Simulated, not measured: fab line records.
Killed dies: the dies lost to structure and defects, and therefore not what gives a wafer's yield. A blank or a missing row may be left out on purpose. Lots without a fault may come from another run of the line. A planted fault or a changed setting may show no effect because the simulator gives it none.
The tool behind it: which one?	flow berkeley-cmos170	Sampling: 7 lots, 21 wafers, 2 of 331 route steps

## WHAT THE GAUGES READ, wafer by wafer
UCB170_FIELD_THK_MEAS_02.
lot	measured	on	FIELD_OXIDE_THK (nm)
L727	day 5 15:52	film-metro-02	551 545 546
L729	day 5 15:47	film-metro-03	559 553 556
L731	day 5 23:22	film-metro-04	546 546 537
L734	day 6 20:14	film-metro-04	539 542 543
L737	day 7 05:16	film-metro-04	538 535 530
L741	day 8 01:54	film-metro-04	553 560 557
L744	day 8 12:55	film-metro-04	588 588 588

## WHAT TOOL EACH LOT RAN ON (gives the tool, then ch and the chambers of the sampled wafers, and finally the start)
lot	UCB170_FIELD_OXIDATION_01
L727	furnace-04 ch 0, day 5 12:47
L729	furnace-04 ch 0, day 5 12:47
L731	furnace-04 ch 0, day 5 20:22
L734	furnace-01 ch 0, day 6 17:14
L737	furnace-04 ch 0, day 7 02:16
L741	furnace-01 ch 0, day 7 22:53
L744	furnace-01 ch 0, day 8 09:55
- UCB170_FIELD_OXIDATION_01: target thk 558.3 nm, ox time 6964 s.

## THE ANSWER, worked out from the rows above alone
Rule: the usual values come from the lots themselves. The widest of any qualifying gaps counts: lots, ordered by their means at a reading, are off when they make up no more than a third of the lots, leave a main group of 4 or more, and stand apart from it by 3 or more times the standard deviation of that group's means. A main group whose means are all the same, to the digits that the tables above print for the reading, isn't used. Also off: a lot with no number at a reading for which 4 or more lots have one. Any other lot the step has rows for is counted as sound.
Off: L744, at UCB170_FIELD_THK_MEAS_02 (FIELD_OXIDE_THK). For the main group the mean is 546 nm and the standard deviation 8.
A tool fits if, at a process step before that reading, it ran every lot that is off, and no sound lot after the first of them. The gauges at UCB170_FIELD_THK_MEAS_02 are tried like those tools. Undecided on this evidence; 2 tools fit (furnace-01 at UCB170_FIELD_OXIDATION_01, film-metro-04 at UCB170_FIELD_THK_MEAS_02).

## WHAT WAS PUT IN BY THE SIMULATOR
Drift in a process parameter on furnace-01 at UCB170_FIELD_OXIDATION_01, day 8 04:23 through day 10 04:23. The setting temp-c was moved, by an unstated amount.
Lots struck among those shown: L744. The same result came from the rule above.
